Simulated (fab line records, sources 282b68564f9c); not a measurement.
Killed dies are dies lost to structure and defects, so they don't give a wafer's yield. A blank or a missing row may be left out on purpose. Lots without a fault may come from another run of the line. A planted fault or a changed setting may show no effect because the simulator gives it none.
fab line records | flow rit_cmos
record lots=5 wafers=15 last_day=5
route steps=202 shown ACTIVE@11 FOX1@20 FOX2@23 NWELL@28 PWELL@39 WELLDRIVE@50 NRETRO@53
lots that met no fault: from a run of the same line without faults
start_h: hours from the record's first day to the start of the lot's first wafer shown | wait_h: hours since the lot's step before | " the same as in the row above | L1.1+2: a row that stands for several wafers | - no value, or no start given | * or withheld: withheld | < > ~ a bound
route shown NAME@n: a module of which the file shows steps, and the number in the route of the first | usual: mean/standard deviation of fault-free wafers | same: alike in all rows | chamber/n: place in a boat | sites: the reading at each site | _std_site: their standard deviation | _edge_site: outer sites' mean less inner sites' | radius_mm: how far each site lies from the wafer's centre | mask NAME#n: copy n | behind: the tool/chamber that last shaped the wafer | hold: why the lot was held/for how many hours/how that ended | device: the transistor (n, p or np) that didn't switch | end of line: the same wafers' tests at the end of the route | a step without rows: its recipe alone | killed: dies lost to structure and defects at the first sort, not the wafer's yield | map: a wafer's dies, x killed, . not, _ none there
set.NAME: the setting as run; set.NAME@STEP: as run at that earlier step | model.NAME: the simulator's own value behind a step, which no gauge read
lots at some steps of the route; a table a step, a row a wafer
services: from which hour (start_h, from the record's first day; less than 0 if before it) a tool's chamber was out of use, for how many hours, and why
## steps
# step RIT_ACTIVE_DEVELOP_10
# recipe resist=NOVOLAK develop_time_s=50 dev_temp_c=23
# usual developer_temp_C=22.98/0.1
# columns lot.wafer tool chamber start_h wait_h developer_temp_C
L077.3 litho_track-02 0 - - 22.93
L077.4 " 0 " " 22.92
L077.6 " 0 " " 22.94
L078.1 litho_track-03 0 - - 22.91
L078.2 " 0 " " 22.79
L078.6 " 0 " " 23.04
L081.3 litho_track-02 0 - - 22.94
L081.4 " 0 " " 22.89
L081.5 " 0 " " 22.77
L084.1 litho_track-02 0 - - 22.89
L084.2 " 0 " " 22.99
L084.6 " 0 " " 23.03
L086.2 litho_track-03 0 - - 22.96
L086.3 " 0 " " 23.01
L086.5 " 0 " " 23.04
# step RIT_ACTIVE_CD_MEAS_11
# recipe target_cd_nm=1400
# usual cd_nm=1400.4/2.6
# columns lot.wafer tool chamber start_h wait_h cd_nm
L077.3 cd_sem-02 - 30.56 - 1398.7
L077.4 " - " " 1401.4
L077.6 " - " " 1399.0
L078.1 cd_sem-01 - 36.06 - 1401.3
L078.2 " - " " 1401.1
L078.6 " - " " 1401.1
L081.3 cd_sem-02 - 49.48 - 1402.9
L081.4 " - " " 1401.8
L081.5 " - " " 1401.2
L084.1 cd_sem-02 - 64.91 - 1399.7
L084.2 " - " " 1399.5
L084.6 " - " " 1399.1
L086.2 cd_sem-01 - 74.46 - 1400.0
L086.3 " - " " 1400.1
L086.5 " - " " 1400.6
# step RIT_ACTIVE_HARDBAKE_12
# recipe resist=NOVOLAK temp_c=140 time_s=60
# columns lot.wafer tool chamber start_h wait_h
L077.3+4+6 litho_track-02 0 30.69 0.1
L078.1+2+6 litho_track-02 0 36.18 0.1
L081.3+4+5 litho_track-04 0 49.61 0.1
L084.1+2+6 litho_track-02 0 65.03 0.1
L086.2+3+5 litho_track-02 0 74.58 0.1
# step RIT_ACTIVE_ETCH_13
# recipe stop_on=SiO2 chemistry=SF6 target=Si3N4 time_s=210 over_etch_frac=0.4 SF6_flow_sccm=200 pressure_mtorr=260 rf_w=125 target_depth_a=2100
# usual drypump_motor_current_A=5.7/0.41 oes_product_au=0.824/0.012 throttle_valve_pct=7.54/0.14
# columns lot.wafer tool chamber start_h wait_h drypump_motor_current_A oes_product_au rf_hours_counter_h throttle_valve_pct
L077.3 rie_diel-01 2 30.79 0.1 5.8 0.817 17 7.62
L077.4 " 0 " " 6.0 0.826 128 7.43
L077.6 " 1 " " 5.7 0.799 - 7.37
L078.1 rie_diel-03 3 36.33 0.1 6.3 0.834 159 7.46
L078.2 " 0 " " 5.1 0.828 64 7.72
L078.6 " 3 " " 6.3 0.848 - 7.46
L081.3 rie_diel-02 1 49.71 0.1 6.5 0.826 153 7.68
L081.4 " 0 " " 5.4 0.838 2 7.65
L081.5 " 2 " " 6.2 0.815 - 7.44
L084.1 rie_diel-03 3 65.18 0.1 6.3 0.834 160 7.46
L084.2 " 0 " " 5.1 0.806 64 7.72
L084.6 " 3 " " 6.3 0.838 - 7.45
L086.2 rie_diel-03 2 74.71 0.1 5.6 0.818 55 7.29
L086.3 " 1 " " 5.9 0.836 90 7.48
L086.5 " 2 " " 5.6 0.815 - 7.28
# step RIT_ACTIVE_STRIP_14
# recipe chemistry=O2 time_s=180 resist=NOVOLAK platen_temp_c=withheld power_w=500 pressure_mtorr=4000 o2_flow_sccm=4000
# usual drypump_motor_current_A=5.8/0.34
# columns lot.wafer tool chamber start_h wait_h drypump_motor_current_A rf_hours_counter_h
L077.3 plasma_asher-01 1 30.98 0.1 5.5 -
L077.4 " 0 " " 5.4 -
L077.6 " 1 " " 5.5 -
L078.1 plasma_asher-03 1 36.47 0.1 5.6 23
L078.2 " 0 " " 5.7 23
L078.6 " 1 " " 5.7 -
L081.3 plasma_asher-01 1 49.90 0.1 5.5 -
L081.4 " 0 " " 5.5 -
L081.5 " 1 " " 5.5 -
L084.1 plasma_asher-03 1 65.31 0.1 5.7 27
L084.2 " 0 " " 5.7 27
L084.6 " 0 " " 5.7 -
L086.2 plasma_asher-02 0 74.84 0.1 6.4 41
L086.3 " 0 " " 6.4 -
L086.5 " 1 " " 6.3 -
# step RIT_ACTIVE_CD_MEAS_90
# recipe target_cd_nm=1400
# usual cd_nm=1400.4/2.6
# columns lot.wafer tool chamber start_h wait_h cd_nm
L077.3 cd_sem-02 - 31.14 0.1 1398.5
L077.4 " - " " 1401.7
L077.6 " - " " 1398.8
L078.1 cd_sem-02 - 36.64 0.1 1401.1
L078.2 " - " " 1401.1
L078.6 " - " " 1401.3
L081.3 cd_sem-01 - 50.06 0.1 1402.8
L081.4 " - " " 1401.8
L081.5 " - " " 1401.8
L084.1 cd_sem-02 - 65.48 0.1 1399.2
L084.2 " - " " 1399.6
L084.6 " - " " 1399.0
L086.2 cd_sem-02 - 75.04 0.1 1400.2
L086.3 " - " " 1400.3
L086.5 " - " " 1400.2
# step RIT_ACTIVE_CLEAN_15
# recipe chemistry=SC1 mix=3:3:50 time_s=600 temp_c=75
# columns lot.wafer tool chamber start_h wait_h
L077.3+4+6 wet_bench-03 2 31.22 0.1
L078.1+2+6 wet_bench-02 3 36.76 0.1
L081.3+4+5 wet_bench-03 3 50.14 0.1
L084.1+2+6 wet_bench-04 2 65.60 0.1
L086.2+3+5 wet_bench-02 3 75.14 0.1
# step RIT_ACTIVE_CLEAN_16
# recipe chemistry=dHF dilution=50:1 time_s=30
# columns lot.wafer tool chamber start_h wait_h
L077.3+4+6 wet_bench-04 3 31.39 0.0
L078.1+2+6 wet_bench-04 1 36.94 0.0
L081.3+4+5 wet_bench-02 1 50.31 0.0
L084.1+2+6 wet_bench-02 2 65.78 0.0
L086.2+3+5 wet_bench-03 0 75.31 0.0
# step RIT_ACTIVE_CLEAN_17
# recipe chemistry=SC2 mix=3:3:50 time_s=600 temp_c=75 dry=n2_spin
# columns lot.wafer tool chamber start_h wait_h
L077.3+4+6 wet_bench-03 0 31.41 0.0
L078.1+2+6 wet_bench-03 1 36.95 0.0
L081.3+4+5 wet_bench-03 3 50.33 0.0
L084.1+2+6 wet_bench-03 0 65.80 0.0
L086.2+3+5 wet_bench-04 2 75.33 0.0
# step RIT_FOX1_OXIDATION_00
# recipe temp_c=1100 ambient=H2O target_thk_a=3507 p_h2o_torr=720 ox_time_s=1130
# usual zone_power_source_pct=43/4.4
# columns lot.wafer tool chamber start_h wait_h zone_power_source_pct
L077.3 furnace-03 0 32.41 0.8 47
L077.4 " 0 " " 47
L077.6 " 0 " " 47
L078.1 furnace-04 0 37.13 0.0 37
L078.2 " 0 " " 37
L078.6 " 0 " " 37
L081.3 furnace-03 0 50.50 0.0 47
L081.4 " 0 " " 47
L081.5 " 0 " " 48
L084.1 furnace-03 0 66.02 0.1 47
L084.2 " 0 " " 47
L084.6 " 0 " " 48
L086.2 furnace-03 0 75.51 0.0 47
L086.3 " 0 " " 46
L086.5 " 0 " " 48
# step RIT_FOX1_THK_MEAS_01
# recipe reads=SiO2_of_FOX1_OXIDATION_00
# usual FOX1_OXIDE_THK=351/7.9
# columns lot.wafer tool chamber start_h wait_h FOX1_OXIDE_THK[nm]
L077.3 film_metro-01 - 33.74 0.0 350
L077.4 " - " " 353
L077.6 " - " " 346
L078.1 film_metro-04 - 38.44 0.0 349
L078.2 " - " " 358
L078.6 " - " " 351
L081.3 film_metro-01 - 51.84 0.0 337
L081.4 " - " " 342
L081.5 " - " " 339
L084.1 film_metro-01 - 67.34 0.0 346
L084.2 " - " " 337
L084.6 " - " " 347
L086.2 film_metro-01 - 76.83 0.0 332
L086.3 " - " " 337
L086.5 " - " " 339
# step RIT_FOX1_WET_ETCH_02
# recipe chemistry=BOE target_depth_nm=350 time_s=390 temp_c=21.5 dry=n2_spin dilution=10:1 target=SiO2
# columns lot.wafer tool chamber start_h wait_h
L077.3+4+6 wet_bench-04 2 33.78 0.0
L078.1+2+6 wet_bench-01 3 38.50 0.1
L081.3+4+5 wet_bench-01 2 51.88 0.0
L084.1+2+6 wet_bench-02 0 67.40 0.1
L086.2+3+5 wet_bench-02 0 76.88 0.0
# step RIT_FOX2_OXIDATION_00
# recipe temp_c=1100 ambient=H2O target_thk_a=3507 p_h2o_torr=720 ox_time_s=1130
# usual zone_power_source_pct=46.4/0.85
# columns lot.wafer tool chamber start_h wait_h zone_power_source_pct
L077.3 furnace-02 0 33.90 0.0 45.9
L077.4 " 0 " " 45.3
L077.6 " 0 " " 45.5
L078.1 furnace-02 0 38.62 0.0 44.9
L078.2 " 0 " " 45.2
L078.6 " 0 " " 46.5
L081.3 furnace-02 0 52.00 0.0 45.1
L081.4 " 0 " " 45.6
L081.5 " 0 " " 45.5
L084.1 furnace-03 0 67.52 0.0 46.7
L084.2 " 0 " " 47.2
L084.6 " 0 " " 47.1
L086.2 furnace-03 0 77.00 0.0 47.5
L086.3 " 0 " " 48.0
L086.5 " 0 " " 46.4
# step RIT_FOX2_THK_MEAS_01
# recipe reads=SiO2_of_FOX2_OXIDATION_00
# usual FOX2_OXIDE_THK=347/6.3
# columns lot.wafer tool chamber start_h wait_h FOX2_OXIDE_THK[nm]
L077.3 film_metro-04 - 35.23 0.0 343
L077.4 " - " " 345
L077.6 " - " " 345
L078.1 film_metro-01 - 39.93 0.0 350
L078.2 " - " " 347
L078.6 " - " " 350
L081.3 film_metro-04 - 53.33 0.0 354
L081.4 " - " " 351
L081.5 " - " " 342
L084.1 film_metro-01 - 68.83 0.0 352
L084.2 " - " " 354
L084.6 " - " " 354
L086.2 film_metro-04 - 78.32 0.0 339
L086.3 " - " " 343
L086.5 " - " " 340
# step RIT_FOX2_CLEAN_02
# recipe chemistry=dHF dilution=50:1 time_s=180
# columns lot.wafer tool chamber start_h wait_h
L077.3+4+6 wet_bench-01 1 35.27 0.0
L078.1+2+6 wet_bench-03 2 39.99 0.1
L081.3+4+5 wet_bench-02 2 53.37 0.0
L084.1+2+6 wet_bench-01 1 68.89 0.1
L086.2+3+5 wet_bench-03 3 78.37 0.0
# step RIT_FOX2_WET_ETCH_03
# recipe chemistry=H3PO4 target=Si3N4 target_depth_nm=195 temp_c=165 time_s=2700
# columns lot.wafer tool chamber start_h wait_h
L077.3+4+6 wet_bench-03 3 35.33 0.0
L078.1+2+6 wet_bench-01 0 40.05 0.0
L081.3+4+5 wet_bench-01 1 53.43 0.0
L084.1+2+6 wet_bench-02 2 68.95 0.0
L086.2+3+5 wet_bench-01 0 78.43 0.0
# step RIT_FOX2_THK_MEAS_90
# recipe reads=SiO2_of_FOX2_OXIDATION_00
# usual FIELD_OXIDE_LEFT_1_THK=319/6.4
# columns lot.wafer tool chamber start_h wait_h FIELD_OXIDE_LEFT_1_THK[nm]
L077.3 film_metro-03 - 36.11 0.0 316
L077.4 " - " " 317
L077.6 " - " " 318
L078.1 film_metro-03 - 40.88 0.0 323
L078.2 " - " " 320
L078.6 " - " " 322
L081.3 film_metro-04 - 54.21 0.0 326
L081.4 " - " " 324
L081.5 " - " " 314
L084.1 film_metro-04 - 69.71 0.0 324
L084.2 " - " " 327
L084.6 " - " " 327
L086.2 film_metro-01 - 79.20 0.0 312
L086.3 " - " " 315
L086.5 " - " " 312
# step RIT_NWELL_HMDS_00
# recipe prime_time_s=60 prime_temp_c=140
# columns lot.wafer tool chamber start_h wait_h
L077.3+4+6 litho_track-04 0 36.20 0.1
L078.1+2+6 litho_track-01 0 40.94 0.1
L081.3+4+5 litho_track-01 0 54.30 0.1
L084.1+2+6 litho_track-03 0 69.77 0.1
L086.2+3+5 litho_track-03 0 79.28 0.1
# step RIT_NWELL_COAT_01
# recipe resist=NOVOLAK spin_rpm=2000 resist_thk_nm=1300
# columns lot.wafer tool chamber start_h wait_h
L077.3+4+6 litho_track-04 0 36.35 0.1
L078.1+2+6 litho_track-01 0 41.09 0.1
L081.3+4+5 litho_track-01 0 54.45 0.1
L084.1+2+6 litho_track-03 0 69.92 0.1
L086.2+3+5 litho_track-03 0 79.43 0.1
# step RIT_NWELL_SOFTBAKE_02
# recipe resist=NOVOLAK temp_c=90 time_s=60
# columns lot.wafer tool chamber start_h wait_h
L077.3+4+6 litho_track-04 0 36.50 0.1
L078.1+2+6 litho_track-01 0 41.24 0.1
L081.3+4+5 litho_track-01 0 54.60 0.1
L084.1+2+6 litho_track-03 0 70.07 0.1
L086.2+3+5 litho_track-03 0 79.58 0.1
# step RIT_NWELL_EXPOSE_03
# recipe mask_id=M2 na=0.57 target_cd_nm=43900 dose_mj=250
# columns lot.wafer tool chamber start_h wait_h mask
L077.3+4+6 iline_stepper-01 0 36.64 0.1 M2#0
L078.1+2+6 iline_stepper-01 0 41.39 0.1 M2#0
L081.3+4+5 iline_stepper-01 0 54.73 0.1 M2#0
L084.1+2+6 iline_stepper-02 0 70.22 0.1 M2#0
L086.2+3+5 iline_stepper-01 0 79.85 0.2 M2#0
# step RIT_NWELL_PEB_04
# recipe resist=NOVOLAK temp_c=withheld time_s=withheld
# columns lot.wafer tool chamber start_h wait_h
L077.3+4+6 litho_track-01 0 36.77 0.1
L078.1+2+6 litho_track-04 0 41.51 0.1
L081.3+4+5 litho_track-04 0 54.86 0.1
L084.1+2+6 litho_track-04 0 70.33 0.1
L086.2+3+5 litho_track-04 0 79.97 0.1
# step RIT_NWELL_DEVELOP_05
# recipe resist=NOVOLAK develop_time_s=68 dev_temp_c=23
# usual developer_temp_C=22.95/0.11
# columns lot.wafer tool chamber start_h wait_h developer_temp_C
L077.3 litho_track-01 0 - - 23.04
L077.4 " 0 " " 22.89
L077.6 " 0 " " 22.95
L078.1 litho_track-04 0 - - 22.90
L078.2 " 0 " " 22.93
L078.6 " 0 " " 23.05
L081.3 litho_track-04 0 - - 22.77
L081.4 " 0 " " 22.98
L081.5 " 0 " " 22.93
L084.1 litho_track-04 0 - - 22.94
L084.2 " 0 " " 23.06
L084.6 " 0 " " 22.90
L086.2 litho_track-04 0 - - 22.96
L086.3 " 0 " " 23.15
L086.5 " 0 " " 23.00
# step RIT_NWELL_OVL_MEAS_06
# usual NWELL_OVL=0.4/1.3
# columns lot.wafer tool chamber start_h wait_h NWELL_OVL[nm]
L077.3 overlay-01 - 37.04 - 2.5
L077.4 " - " " 1.4
L077.6 " - " " 1.5
L078.1 overlay-01 - 41.82 - 0.4
L078.2 " - " " 1.1
L078.6 " - " " 1.4
L081.3 overlay-01 - 55.14 - -0.6
L081.4 " - " " -1.7
L081.5 " - " " 0.6
L084.1 overlay-02 - 70.65 - 1.2
L084.2 " - " " -1.0
L084.6 " - " " -1.0
L086.2 overlay-02 - 80.26 - 0.4
L086.3 " - " " 2.3
L086.5 " - " " 1.0
# step RIT_NWELL_HARDBAKE_07
# recipe resist=NOVOLAK temp_c=140 time_s=120
# columns lot.wafer tool chamber start_h wait_h
L077.3+4+6 litho_track-03 0 37.15 0.1
L078.1+2+6 litho_track-04 0 41.85 0.0
L081.3+4+5 litho_track-04 0 55.25 0.1
L084.1+2+6 litho_track-01 0 70.68 0.0
L086.2+3+5 litho_track-04 0 80.34 0.1
# step RIT_NWELL_IMPLANT_08
# recipe species=P energy_kev=170 dose_cm2=5e+13 tilt_deg=7
# usual beam_energy_keV=170.00/0.053 tilt_deg=7.003/0.018
# columns lot.wafer tool chamber start_h wait_h beam_energy_keV tilt_deg
L077.3 implanter-03 0 37.37 0.2 169.98 7.011
L077.4 " 0 " " 170.00 7.021
L077.6 " 0 " " 169.92 6.999
L078.1 implanter-01 0 42.10 0.2 169.99 7.025
L078.2 " 0 " " 169.97 7.012
L078.6 " 0 " " 169.98 7.012
L081.3 implanter-03 0 55.46 0.2 169.93 7.017
L081.4 " 0 " " 170.06 6.990
L081.5 " 0 " " 170.05 6.993
L084.1 implanter-01 0 70.93 0.2 170.00 7.022
L084.2 " 0 " " 170.00 7.015
L084.6 " 0 " " 170.01 7.003
L086.2 implanter-03 0 80.57 0.2 169.96 7.015
L086.3 " 0 " " 169.99 7.016
L086.5 " 0 " " 170.04 6.999
# step RIT_NWELL_STRIP_09
# recipe chemistry=O2 time_s=180 resist=NOVOLAK platen_temp_c=withheld power_w=500 pressure_mtorr=4000 o2_flow_sccm=4000
# usual drypump_motor_current_A=5.9/0.42
# columns lot.wafer tool chamber start_h wait_h drypump_motor_current_A rf_hours_counter_h
L077.3 plasma_asher-04 0 37.53 0.1 6.6 -
L077.4 " 1 " " 6.2 -
L077.6 " 0 " " 6.6 -
L078.1 plasma_asher-04 0 42.25 0.1 6.5 40
L078.2 " 1 " " 6.2 40
L078.6 " 1 " " 6.1 -
L081.3 plasma_asher-04 0 55.62 0.1 6.5 -
L081.4 " 1 " " 6.1 -
L081.5 " 0 " " 6.6 -
L084.1 plasma_asher-01 1 71.08 0.1 5.5 44
L084.2 " 0 " " 5.4 44
L084.6 " 0 " " 5.4 -
L086.2 plasma_asher-04 1 80.69 0.1 6.2 45
L086.3 " 1 " " 6.2 -
L086.5 " 1 " " 6.1 -
# step RIT_NWELL_TW_MEAS_10
# usual NWELL_TW=2134/29
# columns lot.wafer tool chamber start_h wait_h NWELL_TW
L077.3 film_metro-03 - 37.66 0.1 2151
L077.4 " - " " 2144
L077.6 " - " " 2133
L078.1 film_metro-04 - 42.43 0.1 2098
L078.2 " - " " 2108
L078.6 " - " " 2098
L081.3 film_metro-03 - 55.76 0.1 2167
L081.4 " - " " 2165
L081.5 " - " " 2162
L084.1 film_metro-02 - 71.26 0.1 2157
L084.2 " - " " 2145
L084.6 " - " " 2142
L086.2 film_metro-04 - 80.88 0.1 2090
L086.3 " - " " 2093
L086.5 " - " " 2104
# step RIT_PWELL_HMDS_00
# recipe prime_time_s=60 prime_temp_c=140
# columns lot.wafer tool chamber start_h wait_h
L077.3+4+6 litho_track-01 0 37.75 0.1
L078.1+2+6 litho_track-03 0 42.49 0.1
L081.3+4+5 litho_track-02 0 55.85 0.1
L084.1+2+6 litho_track-01 0 71.32 0.1
L086.2+3+5 litho_track-03 0 81.13 0.2
# step RIT_PWELL_COAT_01
# recipe resist=NOVOLAK spin_rpm=2000 resist_thk_nm=1300
# columns lot.wafer tool chamber start_h wait_h
L077.3+4+6 litho_track-01 0 37.90 0.1
L078.1+2+6 litho_track-03 0 42.64 0.1
L081.3+4+5 litho_track-02 0 56.00 0.1
L084.1+2+6 litho_track-01 0 71.47 0.1
L086.2+3+5 litho_track-03 0 81.28 0.1
# step RIT_PWELL_SOFTBAKE_02
# recipe resist=NOVOLAK temp_c=90 time_s=60
# columns lot.wafer tool chamber start_h wait_h
L077.3+4+6 litho_track-01 0 38.05 0.1
L078.1+2+6 litho_track-03 0 42.79 0.1
L081.3+4+5 litho_track-02 0 56.15 0.1
L084.1+2+6 litho_track-01 0 71.62 0.1
L086.2+3+5 litho_track-03 0 81.43 0.1
# step RIT_PWELL_EXPOSE_03
# recipe mask_id=M3 na=0.57 target_cd_nm=43700 dose_mj=250
# columns lot.wafer tool chamber start_h wait_h mask
L077.3+4+6 iline_stepper-02 0 38.32 0.2 M3#0
L078.1+2+6 iline_stepper-02 0 42.94 0.1 M3#0
L081.3+4+5 iline_stepper-01 0 56.29 0.1 M3#0
L084.1+2+6 iline_stepper-01 0 71.89 0.2 M3#0
L086.2+3+5 iline_stepper-02 0 81.58 0.1 M3#0
# step RIT_PWELL_PEB_04
# recipe resist=NOVOLAK temp_c=withheld time_s=withheld
# columns lot.wafer tool chamber start_h wait_h
L077.3+4+6 litho_track-01 0 38.44 0.1
L078.1+2+6 litho_track-02 0 43.06 0.1
L081.3+4+5 litho_track-02 0 56.41 0.1
L084.1+2+6 litho_track-03 0 72.01 0.1
L086.2+3+5 litho_track-03 0 81.70 0.1
# step RIT_PWELL_DEVELOP_05
# recipe resist=NOVOLAK develop_time_s=68 dev_temp_c=23
# usual developer_temp_C=23.00/0.099
# columns lot.wafer tool chamber start_h wait_h developer_temp_C
L077.3 litho_track-01 0 - - 23.00
L077.4 " 0 " " 22.82
L077.6 " 0 " " 22.89
L078.1 litho_track-02 0 - - 23.12
L078.2 " 0 " " 22.96
L078.6 " 0 " " 22.85
L081.3 litho_track-02 0 - - 23.06
L081.4 " 0 " " 22.97
L081.5 " 0 " " 22.94
L084.1 litho_track-03 0 - - 22.99
L084.2 " 0 " " 23.03
L084.6 " 0 " " 23.11
L086.2 litho_track-03 0 - - 22.95
L086.3 " 0 " " 23.00
L086.5 " 0 " " 22.99
# step RIT_PWELL_OVL_MEAS_06
# usual PWELL_OVL=-0.5/1.2
# columns lot.wafer tool chamber start_h wait_h PWELL_OVL[nm]
L077.3 overlay-01 - 38.72 - -1.1
L077.4 " - " " 0.4
L077.6 " - " " -0.6
L078.1 overlay-02 - 43.37 - -3.6
L078.2 " - " " -0.3
L078.6 " - " " 1.0
L081.3 overlay-01 - 56.69 - -1.8
L081.4 " - " " -1.4
L081.5 " - " " -1.9
L084.1 overlay-01 - 72.32 - -2.3
L084.2 " - " " -0.8
L084.6 " - " " -1.4
L086.2 overlay-02 - 81.99 - -2.1
L086.3 " - " " -0.8
L086.5 " - " " -1.1
# step RIT_PWELL_HARDBAKE_07
# recipe resist=NOVOLAK temp_c=140 time_s=120
# columns lot.wafer tool chamber start_h wait_h
L077.3+4+6 litho_track-01 0 38.83 0.1
L078.1+2+6 litho_track-03 0 43.41 0.0
L081.3+4+5 litho_track-02 0 56.80 0.1
L084.1+2+6 litho_track-03 0 72.36 0.0
L086.2+3+5 litho_track-03 0 82.06 0.1
# step RIT_PWELL_IMPLANT_08
# recipe species=B energy_kev=170 dose_cm2=7e+13 tilt_deg=7
# usual beam_energy_keV=170.01/0.054 tilt_deg=6.998/0.024
# columns lot.wafer tool chamber start_h wait_h beam_energy_keV tilt_deg
L077.3 implanter-04 0 39.04 0.2 169.91 7.026
L077.4 " 0 " " 169.95 7.016
L077.6 " 0 " " 169.97 7.032
L078.1 implanter-01 0 43.66 0.2 170.06 6.980
L078.2 " 0 " " 170.05 6.974
L078.6 " 0 " " 170.04 6.946
L081.3 implanter-04 0 57.01 0.2 169.96 6.995
L081.4 " 0 " " 170.00 6.995
L081.5 " 0 " " 170.02 7.012
L084.1 implanter-04 0 72.61 0.2 170.06 7.039
L084.2 " 0 " " 170.07 7.021
L084.6 " 0 " " 170.08 7.028
L086.2 implanter-01 0 82.30 0.2 169.95 6.961
L086.3 " 0 " " 169.90 6.964
L086.5 " 0 " " 169.95 6.996
# step RIT_PWELL_STRIP_09
# recipe chemistry=O2 time_s=180 resist=NOVOLAK platen_temp_c=withheld power_w=500 pressure_mtorr=4000 o2_flow_sccm=4000
# usual drypump_motor_current_A=6.1/0.35
# columns lot.wafer tool chamber start_h wait_h drypump_motor_current_A rf_hours_counter_h
L077.3 plasma_asher-02 1 39.20 0.1 6.3 -
L077.4 " 0 " " 6.4 -
L077.6 " 1 " " 6.3 -
L078.1 plasma_asher-03 1 43.81 0.1 5.6 24
L078.2 " 0 " " 5.7 24
L078.6 " 0 " " 5.7 -
L081.3 plasma_asher-04 0 57.17 0.1 6.6 -
L081.4 " 1 " " 6.1 -
L081.5 " 1 " " 6.1 -
L084.1 plasma_asher-04 0 72.76 0.1 6.5 44
L084.2 " 1 " " 6.1 44
L084.6 " 1 " " 6.2 -
L086.2 plasma_asher-02 1 82.42 0.1 6.3 42
L086.3 " 0 " " 6.3 -
L086.5 " 1 " " 6.3 -
# step RIT_PWELL_TW_MEAS_10
# usual PWELL_TW=944/12
# columns lot.wafer tool chamber start_h wait_h PWELL_TW
L077.3 film_metro-04 - 39.34 0.1 930
L077.4 " - " " 933
L077.6 " - " " 933
L078.1 film_metro-03 - 43.98 0.1 953
L078.2 " - " " 955
L078.6 " - " " 955
L081.3 film_metro-03 - 57.31 0.1 959
L081.4 " - " " 957
L081.5 " - " " 959
L084.1 film_metro-02 - 72.93 0.1 959
L084.2 " - " " 960
L084.6 " - " " 958
L086.2 film_metro-03 - 82.61 0.1 964
L086.3 " - " " 955
L086.5 " - " " 959
# step RIT_WELLDRIVE_ANNEAL_00
# recipe temp_c=1100 time_s=14700 ambient=N2
# usual zone_power_source_pct=44/4.3
# columns lot.wafer tool chamber start_h wait_h zone_power_source_pct
L077.3 furnace-04 0 39.38 0.0 37
L077.4 " 0 " " 37
L077.6 " 0 " " 37
L078.1 furnace-01 0 44.27 0.3 46
L078.2 " 0 " " 46
L078.6 " 0 " " 46
L081.3 furnace-01 0 57.35 0.0 46
L081.4 " 0 " " 47
L081.5 " 0 " " 46
L084.1 furnace-04 0 73.13 0.2 37
L084.2 " 0 " " 37
L084.6 " 0 " " 37
L086.2 furnace-01 0 83.73 1.1 47
L086.3 " 0 " " 47
L086.5 " 0 " " 46
# step RIT_WELLDRIVE_RS_MEAS_01
# recipe thk_meas_gauge=four-point-probe
# usual NWELL_RS=275.4/0.9
# columns lot.wafer tool chamber start_h wait_h NWELL_RS[ohm/sq]
L077.3 film_metro-04 - 44.50 0.0 275.8
L077.4 " - " " 276.1
L077.6 " - " " 276.4
L078.1 film_metro-02 - 49.36 0.0 276.0
L078.2 " - " " 275.6
L078.6 " - " " 276.0
L081.3 film_metro-04 - 62.47 0.0 276.3
L081.4 " - " " 275.9
L081.5 " - " " 275.9
L084.1 film_metro-03 - 78.21 0.0 275.5
L084.2 " - " " 275.8
L084.6 " - " " 275.6
L086.2 film_metro-03 - 88.83 0.0 274.2
L086.3 " - " " 276.2
L086.5 " - " " 274.2
# step RIT_WELLDRIVE_RS_MEAS_02
# recipe thk_meas_gauge=four-point-probe
# usual PWELL_RS=429.2/1.7
# columns lot.wafer tool chamber start_h wait_h PWELL_RS[ohm/sq]
L077.3 film_metro-04 - 44.62 0.1 431.6
L077.4 " - " " 430.7
L077.6 " - " " 431.3
L078.1 film_metro-02 - 49.48 0.1 430.0
L078.2 " - " " 432.6
L078.6 " - " " 430.5
L081.3 film_metro-04 - 62.59 0.1 430.3
L081.4 " - " " 429.0
L081.5 " - " " 431.0
L084.1 film_metro-03 - 78.33 0.1 428.6
L084.2 " - " " 428.0
L084.6 " - " " 428.9
L086.2 film_metro-03 - 88.95 0.1 428.9
L086.3 " - " " 429.9
L086.5 " - " " 428.0
# step RIT_NRETRO_HMDS_00
# recipe prime_time_s=60 prime_temp_c=140
# columns lot.wafer tool chamber start_h wait_h
L077.3+4+6 litho_track-01 0 44.75 0.1
L078.1+2+6 litho_track-02 0 49.60 0.1
L081.3+4+5 litho_track-01 0 62.72 0.1
L084.1+2+6 litho_track-01 0 78.45 0.1
L086.2+3+5 litho_track-02 0 89.07 0.1
# step RIT_NRETRO_COAT_01
# recipe resist=NOVOLAK spin_rpm=2000 resist_thk_nm=1300
# columns lot.wafer tool chamber start_h wait_h
L077.3+4+6 litho_track-01 0 44.90 0.1
L078.1+2+6 litho_track-02 0 49.75 0.1
L081.3+4+5 litho_track-01 0 62.87 0.1
L084.1+2+6 litho_track-01 0 78.60 0.1
L086.2+3+5 litho_track-02 0 89.22 0.1
# step RIT_NRETRO_SOFTBAKE_02
# recipe resist=NOVOLAK temp_c=90 time_s=60
# columns lot.wafer tool chamber start_h wait_h
L077.3+4+6 litho_track-01 0 45.05 0.1
L078.1+2+6 litho_track-02 0 49.90 0.1
L081.3+4+5 litho_track-01 0 63.02 0.1
L084.1+2+6 litho_track-01 0 78.75 0.1
L086.2+3+5 litho_track-02 0 89.37 0.1
# step RIT_NRETRO_EXPOSE_03
# recipe mask_id=M4 na=0.57 target_cd_nm=43900 dose_mj=250
# columns lot.wafer tool chamber start_h wait_h mask
L077.3+4+6 iline_stepper-02 0 45.32 0.2 M4#0
L078.1+2+6 iline_stepper-01 0 50.23 0.3 M4#0
L081.3+4+5 iline_stepper-01 0 63.16 0.1 M4#0
L084.1+2+6 iline_stepper-01 0 78.90 0.1 M4#0
L086.2+3+5 iline_stepper-01 0 89.52 0.1 M4#0
# step RIT_NRETRO_PEB_04
# recipe resist=NOVOLAK temp_c=withheld time_s=withheld
# columns lot.wafer tool chamber start_h wait_h
L077.3+4+6 litho_track-04 0 45.44 0.1
L078.1+2+6 litho_track-04 0 50.35 0.1
L081.3+4+5 litho_track-01 0 63.29 0.1
L084.1+2+6 litho_track-01 0 79.02 0.1
L086.2+3+5 litho_track-01 0 89.64 0.1
## services
# columns tool chamber start_h hours kind
rie_diel-02 0 6.49 13.9 repair
implanter-03 - 6.75 8.6 repair
furnace-03 - 12.19 16.1 pm
rie_diel-02 3 19.39 16.6 repair
plasma_asher-01 - 21.02 1.2 repair
furnace-03 - 28.27 2.6 pm
iline_stepper-01 - 44.04 4.4 pm
rie_diel-02 2 45.77 2.4 repair
iline_stepper-02 - 50.04 5.8 repair
furnace-04 - 62.22 2.5 pm
iline_stepper-02 0 62.32 - calibration
implanter-01 - 83.52 4.2 pm
## key
fault none
